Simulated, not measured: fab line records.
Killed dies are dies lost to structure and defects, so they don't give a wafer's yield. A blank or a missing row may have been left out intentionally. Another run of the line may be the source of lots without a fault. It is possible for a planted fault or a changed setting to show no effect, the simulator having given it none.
Struck lot and sound lot, side by side || flow rit_cmos || 18 out of 202 route steps
Sound: the wafers L408.3, L408.4, L408.6. Wafers struck: L412.1, L412.3, L412.4. The cause comes at the end.
Each step with rows lists, per side, the tool, then ch with its chambers, then its first start. Under that, the readings that differ: sound wafers || struck wafers || difference of the means || sigmas: that difference in standard deviations of wafers without a fault.
alike: same words and numbers on both sides, and readings whose means sit less than 2 such deviations apart. not compared: any withheld reading, any reading some wafer has no value for, any bound like >300 that may hide the same value, and any number with overlapping values for which the record gives no deviation.
Wherever a step has rows on one side only, a row that says differs or no value, or a row with sigmas, the two part there. Numbers that have no deviation but don't overlap get no sigmas and don't part them. A reading that every wafer of one side lacks parts them only if that side has two wafers or more.

RIT_M1_SPUTTER_00: material Al, target thk 400 nm, time 500 s.
  sound on pvd_sputter-02 at day 3 05:22; struck on pvd_sputter-03 at day 4 01:46
  alike: throttle_valve_pct
RIT_M1_RS_MEAS_01: uses a four-point probe to measure.
  sound on film_metro-03 at day 3 05:42; struck on film_metro-04 at day 4 02:04
  alike: M1_AL_RS
RIT_M1_THK_MEAS_02: measures by xrf.
  sound on film_metro-03 at day 3 05:48; struck on film_metro-04 at day 4 02:11
  alike: M1_AL_THK
then, 6 steps without rows for these wafers: RIT_M1_HMDS_03 (prime time 60 s); RIT_M1_COAT_04 (resist thk 1300 nm); RIT_M1_SOFTBAKE_05 (time 60 s); RIT_M1_EXPOSE_06 (exposes mask M12, target cd 2600 nm); RIT_M1_PEB_07; RIT_M1_DEVELOP_08 (develop time 68 s).
RIT_M1_CD_MEAS_09: target cd 2600 nm.
  sound on cd_sem-02 at day 3 06:58; struck on cd_sem-01 at day 4 03:07
  alike: cd_nm
RIT_M1_OVL_MEAS_10:
  sound on overlay-01 at day 3 07:03; struck on overlay-02 at day 4 03:14
  alike: M1_OVL
then, 1 step without rows for these wafers: RIT_M1_HARDBAKE_11 (time 120 s).
RIT_M1_METAL_ETCH_12: etches Al in Cl2/BCl3, stops on SiO2, time 165 s, target depth 600 nm.
  sound on rie_metal-03 ch 0, day 3 07:26; struck on rie_metal-02 ch 0,1, day 4 03:32
  no value came back on the struck wafers for any of 5 readings (bcl3_flow_sccm (sccm), chamber_pressure_mTorr (mTorr) and others); on the sound wafers bcl3_flow_sccm (sccm) reads 49.86 49.90 49.95
{"reading": "model.NOVOLAK_of_M1_COAT_04.thk_nm (nm)", "sound": "798.2 798.7 796.6", "struck": "1133 1131 1131", "difference": "+334", "sigmas": ""}
{"reading": "model.SiO2_of_CONTACT_CVD_00.thk_nm (nm)", "sound": "347.8 354.8 361.2", "struck": "385.8 380 398.5", "difference": "+33.5", "sigmas": ""}
  not compared: rf_hours_counter_h
then, 1 step without rows for these wafers: RIT_M1_STRIP_13 (strips in nmp, time 600 s).
RIT_M1_STRIP_14: strips in O2, time 180 s.
  sound on plasma_asher-01 ch 0,1, day 3 08:05; struck on plasma_asher-03 ch 0,1, day 4 04:02
  alike: drypump_motor_current_A, rf_refl_power_W
  not compared: rf_hours_counter_h
RIT_M1_CD_MEAS_90: target cd 2600 nm.
  sound on cd_sem-01 at day 3 08:15; struck on cd_sem-01 at day 4 04:13
{"reading": "cd_nm (nm)", "sound": "2598 2595 2596", "struck": "- - -", "difference": "no value on the struck wafers", "sigmas": ""}
then, 1 step without rows for these wafers: RIT_M1_ANNEAL_15 (time 1800 s).
RIT_M1_PROBE_99:
  sound on prober-01 at day 3 10:33; struck on prober-02 at day 4 05:58
{"reading": "defect_limited_yield (%)", "sound": "97.7 99.2 97.0", "struck": "0 0 0", "difference": -98, "sigmas": -82}
{"reading": "killed_at_M0_to_M3", "sound": "0 0 0", "struck": "257 252 251", "difference": "+253", "sigmas": "+99 or more"}
{"reading": "killed_dies", "sound": "6 2 8", "struck": "264 264 264", "difference": "+259", "sigmas": "+83"}
{"reading": "killed_on_rim", "sound": "3 0 1", "struck": "70 70 70", "difference": "+69", "sigmas": "+46"}
{"reading": "sort_bin_5_function (%)", "sound": "1.5 0.4 1.1", "struck": "99.2 97.7 97.7", "difference": "+97.2", "sigmas": "+99 or more"}
{"reading": "sort_n_pass", "sound": "258 262 256", "struck": "0 0 0", "difference": -259, "sigmas": -83}
{"reading": "sort_yield_pct (%)", "sound": "97.7 99.2 97.0", "struck": "0 0 0", "difference": -98, "sigmas": -82}
  alike: killed_at_contacts, killed_at_front_end, killed_open, killed_short, sort_bin_3_pad_short, sort_bin_6_memory

## WHERE THEY PART
Last at RIT_M1_PROBE_99 as far as this record goes, first at RIT_M1_METAL_ETCH_12.

WHY: what had been put in by the simulator
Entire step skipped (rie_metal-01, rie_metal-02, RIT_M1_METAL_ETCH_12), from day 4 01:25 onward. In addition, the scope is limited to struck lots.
